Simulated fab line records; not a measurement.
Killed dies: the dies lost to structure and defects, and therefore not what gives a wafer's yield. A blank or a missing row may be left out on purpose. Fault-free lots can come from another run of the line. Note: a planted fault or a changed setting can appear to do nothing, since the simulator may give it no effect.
A struck lot beside a sound one + flow ritCmos + 41 steps out of a route of 202
Sound: the wafers L374.2, L374.3, L374.5. Wafers L391.1, L391.2, L391.4 were the ones struck. The cause comes at the end.
Order at every step that has rows: each side's tool, ch and its chambers, its first start. Under that, the readings that differ: sound wafers + struck wafers + difference of the means + sigmas: that difference in standard deviations of wafers without a fault.
alike: readings whose means differ by less than 2 such deviations, and words and numbers that are the same on both sides. not compared: withheld readings, readings that some wafer has no value for, bounds like >300 that may hide the same value, and numbers for which the record gives no deviation and whose values overlap.
A row with sigmas, a row that says differs or no value, or rows on one side alone: a step with any of these is where the two part. When numbers do not overlap yet have no deviation, they are printed without sigmas and do not part them. A reading missing from all wafers of one side parts the sides only when that side holds two or more wafers.

first, 1 step without rows for these wafers: RIT_GATE_CLEAN_04 (cleans in dHF, time 60 s).
RIT_FOX2_THK_MEAS_91:
  sound on filmMetro-01, day 2 18:20; struck on filmMetro-01, day 6 07:10
  alike: FIELD_OXIDE_LEFT_2_THK
then, 2 steps without rows for these wafers: RIT_GATE_OXIDATION_05 (target thk 3 nm, ox time 270 s); RIT_GATE_ANNEAL_06 (time 600 s).
RIT_GATE_THK_MEAS_07:
  sound on filmMetro-02, day 2 19:43; struck on filmMetro-01, day 6 08:33
  alike: GATE_OXIDE_THK
then, 1 step without rows for these wafers: RIT_GATE_CVD_08 (deposits poly-Si from SiH4, target thk 250 nm, time 2220 s).
RIT_GATE_THK_MEAS_09:
  sound on filmMetro-02, day 2 21:23; struck on filmMetro-01, day 6 10:13
  alike: GATE_POLY_THK
then, 5 steps without rows for these wafers: RIT_GATE_HMDS_10 (prime time 60 s); RIT_GATE_COAT_11 (resist thk 850 nm); RIT_GATE_SOFTBAKE_12 (time 60 s); RIT_GATE_EXPOSE_13 (exposes mask M6, target cd 150 nm); RIT_GATE_PEB_14.
RIT_GATE_DEVELOP_15: develop time 50 s.
  sound on lithoTrack-03 ch 0, day 2 22:00; struck on lithoTrack-04 ch 0, day 6 11:00
RIT_GATE_OVL_MEAS_17:
  sound on overlay-01, day 2 22:25; struck on overlay-01, day 6 11:15
  alike: GATE_OVL
then, 1 step without rows for these wafers: RIT_GATE_HARDBAKE_18 (time 60 s).
RIT_GATE_ETCH_19: etches poly-Si in SF6/CHF3/O2, stops on SiO2, time 165 s, target depth 312.5 nm.
  sound on rieSi-02 ch 1,2, day 2 22:36; struck on rieSi-01 ch 0,2,3, day 6 11:26
  alike: drypumpMotorCurrentA, heBacksideLeakSccm, oesProductAu, throttleValvePct
  not compared: rfHoursCounterH
RIT_GATE_STRIP_20: strips in O2, time 180 s.
  sound on plasmaAsher-01 ch 0,1, day 2 22:43; struck on plasmaAsher-02 ch 0,1, day 6 11:33
  alike: drypumpMotorCurrentA
  not compared: rfHoursCounterH
then, 4 steps without rows for these wafers: RIT_REOX_CLEAN_00 (cleans in SC1, time 600 s); RIT_REOX_CLEAN_01 (cleans in dHF, time 30 s); RIT_REOX_CLEAN_02 (cleans in SC2, time 600 s); RIT_REOX_OXIDATION_03 (target thk 25.2 nm, ox time 5580 s).
RIT_REOX_THK_MEAS_04:
  sound on filmMetro-04, day 3 01:57; struck on filmMetro-01, day 6 14:46
  alike: REOX_OXIDE_THK
then, 6 steps without rows for these wafers: RIT_NLDD_HMDS_00 (prime time 60 s); RIT_NLDD_COAT_01 (resist thk 1000 nm); RIT_NLDD_SOFTBAKE_02 (time 60 s); RIT_NLDD_EXPOSE_03 (exposes mask M7, target cd 40700 nm); RIT_NLDD_PEB_04; RIT_NLDD_DEVELOP_05 (develop time 50 s).
RIT_NLDD_OVL_MEAS_06:
  sound on overlay-01, day 3 02:51; struck on overlay-02, day 6 15:49
  alike: NLDD_OVL
then, 2 steps without rows for these wafers: RIT_NLDD_HARDBAKE_07 (time 60 s); RIT_NLDD_IMPLANT_08.
RIT_NLDD_STRIP_09: strips in O2, time 180 s.
  sound on plasmaAsher-02 ch 0, day 3 03:11; struck on plasmaAsher-04 ch 0,1, day 6 16:08
| reading                  | sound       | struck      | difference | sigmas |
|--------------------------|-------------|-------------|------------|--------|
| drypumpMotorCurrentA (A) | 5.1 5.1 5.1 | 5.9 6.4 6.4 | +1.1       | +2     |
  not compared: rfHoursCounterH
RIT_NLDD_TW_MEAS_10:
  sound on filmMetro-03, day 3 03:22; struck on filmMetro-03, day 6 16:19
  alike: NLDD_TW
then, 6 steps without rows for these wafers: RIT_PLDD_HMDS_00 (prime time 60 s); RIT_PLDD_COAT_01 (resist thk 1000 nm); RIT_PLDD_SOFTBAKE_02 (time 60 s); RIT_PLDD_EXPOSE_03 (exposes mask M8, target cd 40900 nm); RIT_PLDD_PEB_04; RIT_PLDD_DEVELOP_05 (develop time 50 s).
RIT_PLDD_OVL_MEAS_06:
  sound on overlay-01, day 3 04:25; struck on overlay-02, day 6 17:24
  alike: PLDD_OVL
RIT_M1_PROBE_99:
  sound on prober-01, day 3 18:35; struck on prober-02, day 7 07:28
| reading                         | sound             | struck            | difference | sigmas |
|---------------------------------|-------------------|-------------------|------------|--------|
| model.etest.pmos_0p3.rOnOhmUm   | 6217 6366 6268    | 6841 6862 7024    | +625       |        |
| model.etest.pmos_0p15.rOnOhmUm  | 2733 2859 2775    | 3373 3316 3406    | +576       |        |
| model.etest.pmosTurned.rOnOhmUm | 3330 3454 3378    | 4006 3898 4032    | +591       |        |
| model.etest.nmos_0p3.rOnOhmUm   | 2216 2268 2220    | 2321 2322 2366    | +102       |        |
| model.etest.nmos_0p15.rOnOhmUm  | 1179 1222 1198    | 1314 1286 1324    | +108       |        |
| model.etest.nmos_0p15.driveUaUm | 445.3 424.6 437.6 | 378.1 379.3 381   | -56.4      |        |
| model.etest.pmos_0p15.driveUaUm | 256.9 246.2 252.2 | 202.9 203.2 198.8 | -50.1      |        |
  not compared: model.etest.nmosTurned.driveUaUm

WHERE THEY PART
At RIT_NLDD_STRIP_09 and nowhere else, as far as this record goes. Later steps at which nothing parts them and some readings are alike: RIT_NLDD_TW_MEAS_10, RIT_PLDD_OVL_MEAS_06.

WHY: what had been put in by the simulator
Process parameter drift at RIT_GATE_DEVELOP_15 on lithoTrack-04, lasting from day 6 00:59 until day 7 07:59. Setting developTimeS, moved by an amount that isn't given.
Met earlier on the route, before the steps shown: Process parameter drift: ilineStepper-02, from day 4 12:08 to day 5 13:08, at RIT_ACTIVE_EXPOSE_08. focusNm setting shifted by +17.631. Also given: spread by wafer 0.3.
